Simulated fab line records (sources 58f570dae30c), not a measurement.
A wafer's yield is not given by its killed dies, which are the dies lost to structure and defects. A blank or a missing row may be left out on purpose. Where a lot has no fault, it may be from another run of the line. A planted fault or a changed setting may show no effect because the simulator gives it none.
Which tool was responsible? + flow berkeleyCmos170 + 45 wafers from 15 lots sampled at 3 of the route's 331 steps

WHAT THE GAUGES SHOWED, per wafer
UCB170_V2_BOW_MEAS_03. Usual: V2_BOW gives 37 um (standard deviation 6.7).
| lot  | measured     | on           | V2_BOW (um) | flag |
|------|--------------|--------------|-------------|------|
| L716 | day 8 03:43  | filmMetro-03 | 50 33 39    |      |
| L717 | day 8 15:36  | filmMetro-03 | 42 30 44    |      |
| L718 | day 9 18:46  | filmMetro-03 | 31 35 29    |      |
| L720 | day 9 18:45  | filmMetro-01 | 34 35 35    |      |
| L722 | day 10 04:20 | filmMetro-04 | 34 27 32    |      |
| L724 | day 10 16:41 | filmMetro-03 | 45 39 42    |      |
| L726 | day 11 02:41 | filmMetro-03 | 32 40 34    |      |
| L727 | day 11 04:19 | filmMetro-01 | 36 36 33    |      |
| L728 | day 11 04:40 | filmMetro-04 | 31 42 43    |      |
| L729 | day 11 03:56 | filmMetro-04 | 42 37 46    |      |
| L733 | day 12 13:25 | filmMetro-04 | 38 37 35    |      |
| L734 | day 12 12:07 | filmMetro-04 | 44 28 48    |      |
| L735 | day 13 01:23 | filmMetro-04 | 28 44 35    |      |
| L737 | day 13 15:41 | filmMetro-04 | 31 49 29    |      |
| L738 | day 13 16:43 | filmMetro-01 | 34 48 54    |      |

UCB170_V2_OVL_MEAS_13. Usual: V2_OVL gives 3 nm (standard deviation 4.8).
| lot  | measured     | on         | V2_OVL (nm) | flag |
|------|--------------|------------|-------------|------|
| L716 | day 8 05:13  | overlay-02 | 8 0 15      |      |
| L717 | day 8 16:58  | overlay-02 | 2 0 -1      |      |
| L718 | day 9 20:58  | overlay-02 | 6 8 1       |      |
| L720 | day 9 21:07  | overlay-01 | 12 4 3      |      |
| L722 | day 10 05:58 | overlay-01 | 6 6 4       |      |
| L724 | day 10 18:16 | overlay-01 | -2 -5 -3    |      |
| L726 | day 11 04:11 | overlay-02 | 9 9 8       |      |
| L727 | day 11 06:34 | overlay-02 | 4 3 -4      |      |
| L728 | day 11 06:39 | overlay-01 | -2 3 0      |      |
| L729 | day 11 06:06 | overlay-01 | 1 0 4       |      |
| L733 | day 12 15:16 | overlay-02 | 2 -6 5      |      |
| L734 | day 12 14:48 | overlay-02 | 3 10 9      |      |
| L735 | day 13 03:16 | overlay-01 | 12 7 12     |      |
| L737 | day 13 19:34 | overlay-02 | 2 10 -3     |      |
| L738 | day 13 19:50 | overlay-02 | -3 -2 0     |      |

WHICH TOOL RAN EACH LOT (tool, then ch and the chambers of the sampled wafers, then the start)
| lot  | UCB170_NWELL_OXIDATION_01    |
|------|------------------------------|
| L716 | furnace-02 ch 0, day 1 19:14 |
| L717 | furnace-02 ch 0, day 2 05:16 |
| L718 | furnace-04 ch 0, day 2 14:10 |
| L720 | furnace-02 ch 0, day 2 18:26 |
| L722 | furnace-01 ch 0, day 3 06:05 |
| L724 | furnace-02 ch 0, day 3 17:04 |
| L726 | furnace-01 ch 0, day 4 04:17 |
| L727 | furnace-01 ch 0, day 4 10:59 |
| L728 | furnace-04 ch 0, day 4 16:55 |
| L729 | furnace-01 ch 0, day 4 22:26 |
| L733 | furnace-02 ch 0, day 5 16:56 |
| L734 | furnace-02 ch 0, day 5 16:56 |
| L735 | furnace-02 ch 0, day 6 01:28 |
| L737 | furnace-04 ch 0, day 6 13:25 |
| L738 | furnace-02 ch 0, day 6 19:29 |
- UCB170_NWELL_OXIDATION_01: target thk 26.4 nm, ox time 1260 s.

AS READ BY THE TOOLS THEMSELVES (means over the sampled wafers that have a number; for cases with no such wafer, the mark the record gives instead)
UCB170_NWELL_OXIDATION_01. Usual: zonePowerCentrePct 54 %, standard deviation 5; zonePowerSourcePct 32 %, standard deviation 3.3.
| lot  | tool       | zonePowerCentrePct (%) | zonePowerSourcePct (%) | flag |
|------|------------|------------------------|------------------------|------|
| L716 | furnace-02 | 55                     | 28                     |      |
| L717 | furnace-02 | 55                     | 28                     |      |
| L718 | furnace-04 | 59                     | 36                     |      |
| L720 | furnace-02 | 54                     | 28                     |      |
| L722 | furnace-01 | 47                     | 34                     |      |
| L724 | furnace-02 | 54                     | 29                     |      |
| L726 | furnace-01 | 47                     | 34                     |      |
| L727 | furnace-01 | 46                     | 34                     |      |
| L728 | furnace-04 | 59                     | 35                     |      |
| L729 | furnace-01 | 47                     | 35                     |      |
| L733 | furnace-02 | 55                     | 29                     |      |
| L734 | furnace-02 | 54                     | 28                     |      |
| L735 | furnace-02 | 55                     | 28                     |      |
| L737 | furnace-04 | 60                     | 36                     |      |
| L738 | furnace-02 | 54                     | 28                     |      |

THE ANSWER, worked out from the rows above alone
Rule: take the mean of a lot's wafers that have a number; if it is more than 3 standard deviations from the usual mean, the lot is off. A lot without any number at a reading at which 4 lots or more have one is off too. Where the step has rows for the other lots, those lots are counted as sound. After the gauges, taken in route order, come the tools' own readings; for these a lot's mean is taken, as printed above. At the first step where some lot is off, the reading lying furthest off is the one used; lots without a number count as furthest.
None of the lots is off at any reading shown; this tells nothing.

WHAT WAS PUT IN BY THE SIMULATOR
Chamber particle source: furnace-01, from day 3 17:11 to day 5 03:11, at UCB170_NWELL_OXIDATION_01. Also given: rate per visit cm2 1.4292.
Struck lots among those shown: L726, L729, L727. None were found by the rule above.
